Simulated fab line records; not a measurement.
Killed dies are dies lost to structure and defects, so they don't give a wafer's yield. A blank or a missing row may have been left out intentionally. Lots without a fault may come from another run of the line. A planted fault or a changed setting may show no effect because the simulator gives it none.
A lot that was struck, set against a sound lot + flow berkeley-cmos170 + 14 out of 331 route steps
Sound: wafers L951.1, L951.2, L951.5. Wafers L957.1, L957.4, L957.5 were the ones struck. The cause is named last.
At each step with rows: each side's tool, then ch and its chambers, then its first start. Under that, the readings that differ: sound wafers + struck wafers + difference of the means + sigmas: that difference in standard deviations of wafers without a fault.
alike: readings with means less than 2 such deviations apart, plus words and numbers identical on both sides. not compared: withheld readings, readings lacking a value on some wafer, bounds such as >300 that could conceal the same value, and numbers that have no deviation in the record and whose values overlap.
Wherever a step has rows on one side only, a row that says differs or no value, or a row with sigmas, the two part there. Numbers that don't overlap but have no deviation are shown without sigmas and don't part them. A reading missing from all wafers of one side parts the sides only when that side holds two or more wafers.

first, 5 steps without rows for these wafers: UCB170_NWELL_WET_ETCH_18 (etches Si3N4 in H3PO4, time 14400 s); UCB170_NWELL_WET_ETCH_19 (etches SiO2 in BOE, time 22 s); UCB170_PWELL_CLEAN_00 (cleans in SPM, time 600 s); UCB170_PWELL_CLEAN_01 (cleans in dHF, time 60 s); UCB170_PWELL_OXIDATION_02 (target thk 26.4 nm, ox time 1260 s).
UCB170_PWELL_THK_MEAS_03:
  sound: film-metro-01 at day 4 20:28; struck: film-metro-02 at day 6 04:34
  alike: PWELL_OXIDE_THK
then, 2 steps without rows for these wafers: UCB170_PWELL_ANNEAL_04 (time 900 s); UCB170_PWELL_CVD_05 (deposits Si3N4 from SiH2Cl2/NH3, target thk 220 nm, time 3300 s).
UCB170_PWELL_THK_MEAS_06:
  sound: film-metro-01 at day 5 06:03; struck: film-metro-02 at day 6 13:35
  alike: PWELL_NITRIDE_THK
then, 3 steps without rows for these wafers: UCB170_PWELL_HMDS_07 (prime time 60 s); UCB170_PWELL_COAT_08 (resist thk 900 nm); UCB170_PWELL_SOFTBAKE_09 (time 60 s).
UCB170_PWELL_EXPOSE_10: exposes mask PWELL, target cd 3000 nm.
  struck on krf-scanner-01, day 6 14:55; sound on krf-scanner-01 ch 0, day 5 07:19
  no value came back on the struck wafers for exposure-dose-mJ-cm2, focus-offset-nm (nm), reticle-temp-C (C); on the sound wafers exposure-dose-mJ-cm2 reads 19.001 18.992 19.007
  alike: mask
following that, these wafers have no rows for 1 step: UCB170_PWELL_PEB_11.

## WHERE THEY PART
Within this record, at UCB170_PWELL_EXPOSE_10 only.

WHY: the cause the simulator had injected
Beginning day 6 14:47, the whole step at UCB170_PWELL_EXPOSE_10 was skipped on krf-scanner-01. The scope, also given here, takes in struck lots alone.
